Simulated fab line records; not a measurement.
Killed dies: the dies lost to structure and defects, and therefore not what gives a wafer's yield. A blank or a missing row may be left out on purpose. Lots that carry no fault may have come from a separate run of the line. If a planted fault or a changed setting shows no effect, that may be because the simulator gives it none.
What tool caused it? / flow rit-cmos / Sampling: 13 lots, 39 wafers, 2 of 202 route steps

WHAT THE GAUGES SHOWED, per wafer
RIT_CONTACT_THK_MEAS_01.
lot=L323; measured=day 3 02:30; on=film-metro-03; CONTACT_TEOS_THK (nm)=406 399 406
lot=L324; measured=day 3 08:18; on=film-metro-04; CONTACT_TEOS_THK (nm)=406 408 410
lot=L325; measured=day 3 12:06; on=film-metro-03; CONTACT_TEOS_THK (nm)=414 416 410
lot=L326; measured=day 3 17:29; on=film-metro-03; CONTACT_TEOS_THK (nm)=399 403 406
lot=L327; measured=day 3 21:44; on=film-metro-04; CONTACT_TEOS_THK (nm)=403 407 406
lot=L328; measured=day 4 04:00; on=film-metro-01; CONTACT_TEOS_THK (nm)=404 411 414
lot=L330; measured=day 4 13:06; on=film-metro-01; CONTACT_TEOS_THK (nm)=402 402 407
lot=L331; measured=day 4 18:02; on=film-metro-01; CONTACT_TEOS_THK (nm)=402 406 403
lot=L332; measured=day 5 00:16; on=film-metro-01; CONTACT_TEOS_THK (nm)=404 411 409
lot=L334; measured=day 5 09:16; on=film-metro-03; CONTACT_TEOS_THK (nm)=400 405 415
lot=L337; measured=day 6 00:26; on=film-metro-03; CONTACT_TEOS_THK (nm)=406 421 426
lot=L344; measured=day 7 12:04; on=film-metro-03; CONTACT_TEOS_THK (nm)=404 401 411
lot=L345; measured=day 7 18:28; on=film-metro-04; CONTACT_TEOS_THK (nm)=396 406 404

WHICH TOOL RAN EACH LOT (tool, then ch and the chambers of the sampled wafers, then the start)
lot=L323; RIT_CONTACT_CVD_00=pecvd-02 ch 0,2, day 3 02:26
lot=L324; RIT_CONTACT_CVD_00=pecvd-04 ch 0,1, day 3 08:14
lot=L325; RIT_CONTACT_CVD_00=pecvd-03 ch 0,1,2, day 3 12:03
lot=L326; RIT_CONTACT_CVD_00=pecvd-02 ch 0,2, day 3 17:26
lot=L327; RIT_CONTACT_CVD_00=pecvd-04 ch 0,1,2, day 3 21:41
lot=L328; RIT_CONTACT_CVD_00=pecvd-03 ch 0,1, day 4 03:57
lot=L330; RIT_CONTACT_CVD_00=pecvd-04 ch 0,1, day 4 13:03
lot=L331; RIT_CONTACT_CVD_00=pecvd-03 ch 1,2, day 4 17:58
lot=L332; RIT_CONTACT_CVD_00=pecvd-04 ch 0,1, day 5 00:13
lot=L334; RIT_CONTACT_CVD_00=pecvd-03 ch 0,1,2, day 5 09:13
lot=L337; RIT_CONTACT_CVD_00=pecvd-03 ch 0,1,2, day 6 00:23
lot=L344; RIT_CONTACT_CVD_00=pecvd-04 ch 0,2, day 7 12:01
lot=L345; RIT_CONTACT_CVD_00=pecvd-02 ch 1,2, day 7 18:25
- RIT_CONTACT_CVD_00: deposits SiO2 from TEOS, target thk 400 nm, time 61.82 s.

AS READ BY THE TOOLS THEMSELVES (means over the sampled wafers that have a number; for cases with no such wafer, the mark the record gives instead)
RIT_CONTACT_CVD_00.
lot=L323; tool=pecvd-02; heater-power-w (W)=304
lot=L324; tool=pecvd-04; heater-power-w (W)=290
lot=L325; tool=pecvd-03; heater-power-w (W)=331
lot=L326; tool=pecvd-02; heater-power-w (W)=329
lot=L327; tool=pecvd-04; heater-power-w (W)=315
lot=L328; tool=pecvd-03; heater-power-w (W)=329
lot=L330; tool=pecvd-04; heater-power-w (W)=282
lot=L331; tool=pecvd-03; heater-power-w (W)=299
lot=L332; tool=pecvd-04; heater-power-w (W)=280
lot=L334; tool=pecvd-03; heater-power-w (W)=327
lot=L337; tool=pecvd-03; heater-power-w (W)=294
lot=L344; tool=pecvd-04; heater-power-w (W)=329
lot=L345; tool=pecvd-02; heater-power-w (W)=340

THE ANSWER, worked out from the rows above alone
Rule: usual is defined by the lots themselves. The widest of any qualifying gaps counts: lots, ordered by their means at a reading, are off when they make up no more than a third of the lots, leave a main group of 4 or more, and stand apart from it by 3 or more times the standard deviation of that group's means. A main group is skipped when, at the precision printed for the reading in the tables above, its means are all equal. A lot without any number at a reading at which 4 lots or more have one is off too. Where the step has rows for the other lots, those lots are counted as sound. First the gauges in route order, then the tools' own readings, where a lot's mean is used as printed above. The first step at which some lot is off is used, and at that step the reading that is off furthest; a lot without a number counts as furthest.
Across all readings shown, no lot is off: no conclusion can be drawn from this.

WHAT HAD BEEN PUT IN BY THE SIMULATOR
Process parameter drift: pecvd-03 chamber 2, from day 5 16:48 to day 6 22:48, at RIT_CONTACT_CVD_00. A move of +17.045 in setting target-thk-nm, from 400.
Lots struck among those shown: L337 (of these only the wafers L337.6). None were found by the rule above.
